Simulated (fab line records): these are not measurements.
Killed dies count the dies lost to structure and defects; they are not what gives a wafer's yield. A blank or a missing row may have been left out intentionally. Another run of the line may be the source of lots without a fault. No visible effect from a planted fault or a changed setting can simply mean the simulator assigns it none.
The tool behind it: which one? || flow berkeley_cmos170 || 14 lots, 42 wafers sampled, at 2 steps of a route of 331

== WHAT THE GAUGES READ, wafer by wafer ==
UCB170_NSD_CD_MEAS_06: target cd 1200 nm. Usual: cd_nm reads 1199.8 nm (standard deviation 1.4).
{"lot": "L490", "measured": "day 6 08:42", "on": "cd_sem-02", "cd_nm (nm)": "1201.1 1199.7 1200.3", "flag": ""}
{"lot": "L489", "measured": "day 6 12:49", "on": "cd_sem-01", "cd_nm (nm)": "1201.8 1200.3 1202.5", "flag": ""}
{"lot": "L491", "measured": "day 7 07:29", "on": "cd_sem-01", "cd_nm (nm)": "1201.5 1200.4 1198.9", "flag": ""}
{"lot": "L493", "measured": "day 7 19:34", "on": "cd_sem-02", "cd_nm (nm)": "1199.8 1200.1 1198.3", "flag": ""}
{"lot": "L492", "measured": "day 7 19:44", "on": "cd_sem-01", "cd_nm (nm)": "1200.7 1198.7 1200.5", "flag": ""}
{"lot": "L494", "measured": "day 7 20:02", "on": "cd_sem-01", "cd_nm (nm)": "1202.0 1201.4 1199.7", "flag": ""}
{"lot": "L502", "measured": "day 9 01:11", "on": "cd_sem-01", "cd_nm (nm)": "1189.2 1189.1 1189.2", "flag": "OFF"}
{"lot": "L500", "measured": "day 9 01:26", "on": "cd_sem-02", "cd_nm (nm)": "1187.0 1186.9 1187.2", "flag": "OFF"}
{"lot": "L503", "measured": "day 9 22:46", "on": "cd_sem-01", "cd_nm (nm)": "1199.6 1200.1 1199.9", "flag": ""}
{"lot": "L506", "measured": "day 10 10:12", "on": "cd_sem-01", "cd_nm (nm)": "1200.8 1198.6 1199.9", "flag": ""}
{"lot": "L508", "measured": "day 10 13:13", "on": "cd_sem-02", "cd_nm (nm)": "1201.2 1201.9 1200.0", "flag": ""}
{"lot": "L509", "measured": "day 10 13:56", "on": "cd_sem-01", "cd_nm (nm)": "1200.2 1199.9 1200.7", "flag": ""}
{"lot": "L510", "measured": "day 10 20:59", "on": "cd_sem-02", "cd_nm (nm)": "1202.5 1202.4 1202.3", "flag": ""}
{"lot": "L512", "measured": "day 10 22:20", "on": "cd_sem-01", "cd_nm (nm)": "1199.3 1199.7 1199.3", "flag": ""}

== EACH LOT AND THE TOOL THAT RAN IT (in order: tool; ch and the chambers of the sampled wafers; start) ==
{"lot": "L490", "UCB170_NSD_PEB_04": "litho_track-01 ch 0, day 6 08:26"}
{"lot": "L489", "UCB170_NSD_PEB_04": "litho_track-04 ch 0, day 6 12:32"}
{"lot": "L491", "UCB170_NSD_PEB_04": "litho_track-03 ch 0, day 7 07:13"}
{"lot": "L493", "UCB170_NSD_PEB_04": "litho_track-03 ch 0, day 7 19:08"}
{"lot": "L492", "UCB170_NSD_PEB_04": "litho_track-03 ch 0, day 7 19:28"}
{"lot": "L494", "UCB170_NSD_PEB_04": "litho_track-04 ch 0, day 7 19:46"}
{"lot": "L502", "UCB170_NSD_PEB_04": "litho_track-01 ch 0, day 9 00:55"}
{"lot": "L500", "UCB170_NSD_PEB_04": "litho_track-01 ch 0, day 9 01:10"}
{"lot": "L503", "UCB170_NSD_PEB_04": "litho_track-03 ch 0, day 9 22:29"}
{"lot": "L506", "UCB170_NSD_PEB_04": "litho_track-03 ch 0, day 10 09:55"}
{"lot": "L508", "UCB170_NSD_PEB_04": "litho_track-04 ch 0, day 10 12:56"}
{"lot": "L509", "UCB170_NSD_PEB_04": "litho_track-03 ch 0, day 10 13:40"}
{"lot": "L510", "UCB170_NSD_PEB_04": "litho_track-03 ch 0, day 10 20:43"}
{"lot": "L512", "UCB170_NSD_PEB_04": "litho_track-04 ch 0, day 10 22:04"}
- UCB170_NSD_PEB_04

== WHAT THE TOOLS THEMSELVES READ (means of the sampled wafers that have a number; where no wafer has one, the mark that the record gives instead) ==
UCB170_NSD_PEB_04. Usual: heater_power_total_W 56.80 W, standard deviation 0.049; plate_temp_C 130.01 C, standard deviation 0.14.
{"lot": "L490", "tool": "litho_track-01", "heater_power_total_W (W)": 56.75, "plate_temp_C (C)": 130.06, "flag": ""}
{"lot": "L489", "tool": "litho_track-04", "heater_power_total_W (W)": 56.83, "plate_temp_C (C)": 130.10, "flag": ""}
{"lot": "L491", "tool": "litho_track-03", "heater_power_total_W (W)": 56.80, "plate_temp_C (C)": 129.98, "flag": ""}
{"lot": "L493", "tool": "litho_track-03", "heater_power_total_W (W)": 56.78, "plate_temp_C (C)": 130.10, "flag": ""}
{"lot": "L492", "tool": "litho_track-03", "heater_power_total_W (W)": 56.83, "plate_temp_C (C)": 130.11, "flag": ""}
{"lot": "L494", "tool": "litho_track-04", "heater_power_total_W (W)": 56.78, "plate_temp_C (C)": 129.96, "flag": ""}
{"lot": "L502", "tool": "litho_track-01", "heater_power_total_W (W)": 60.26, "plate_temp_C (C)": "-", "flag": "OFF"}
{"lot": "L500", "tool": "litho_track-01", "heater_power_total_W (W)": 60.26, "plate_temp_C (C)": "-", "flag": "OFF"}
{"lot": "L503", "tool": "litho_track-03", "heater_power_total_W (W)": 56.80, "plate_temp_C (C)": 130.15, "flag": ""}
{"lot": "L506", "tool": "litho_track-03", "heater_power_total_W (W)": 56.82, "plate_temp_C (C)": 130.01, "flag": ""}
{"lot": "L508", "tool": "litho_track-04", "heater_power_total_W (W)": 56.79, "plate_temp_C (C)": 130.03, "flag": ""}
{"lot": "L509", "tool": "litho_track-03", "heater_power_total_W (W)": 56.81, "plate_temp_C (C)": 130.12, "flag": ""}
{"lot": "L510", "tool": "litho_track-03", "heater_power_total_W (W)": 56.80, "plate_temp_C (C)": 129.81, "flag": ""}
{"lot": "L512", "tool": "litho_track-04", "heater_power_total_W (W)": 56.80, "plate_temp_C (C)": 129.83, "flag": ""}

== THE ANSWER, worked out from the rows above alone ==
Rule: a lot is off if the mean of its wafers that have a number lies more than 3 standard deviations from the usual mean. A lot without any number at a reading at which 4 lots or more have one is off too. Where the step has rows for the other lots, those lots are counted as sound. Order of review: gauges by route order, followed by the tools' own readings, for which a lot's mean as printed above is used. At the first step where some lot is off, the reading lying furthest off is the one used; lots without a number count as furthest.
Off, at UCB170_NSD_CD_MEAS_06 on cd_nm: L502, L500.
A tool fits if, at a process step before that reading, it ran every lot that is off, and no sound lot after the first of them. The gauges at UCB170_NSD_CD_MEAS_06 aren't tried: what is off there is off at UCB170_NSD_PEB_04 too, on other tools, and a gauge's error can't cause that. One fits: UCB170_NSD_PEB_04 on litho_track-01. A fault onset in the window from L490 (day 6 08:26, its last sound lot) to L502 (day 9 00:55, its first lot off) fits.
The tool's own readings at UCB170_NSD_PEB_04 bear it out: on the lots that are off they differ by more than 5 times the standard deviation of the sound lots' means. heater_power_total_W reads 60.26 W there against 56.80 W on the sound lots.
Blank at UCB170_NSD_PEB_04 on the lots that are off, where sound lots have numbers: plate_temp_C.

== WHAT HAD BEEN PUT IN BY THE SIMULATOR ==
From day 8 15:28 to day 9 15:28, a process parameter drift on litho_track-01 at UCB170_NSD_PEB_04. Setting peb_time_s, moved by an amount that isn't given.
Shown lots that were struck: L502, L500. The rule given above showed the same thing.
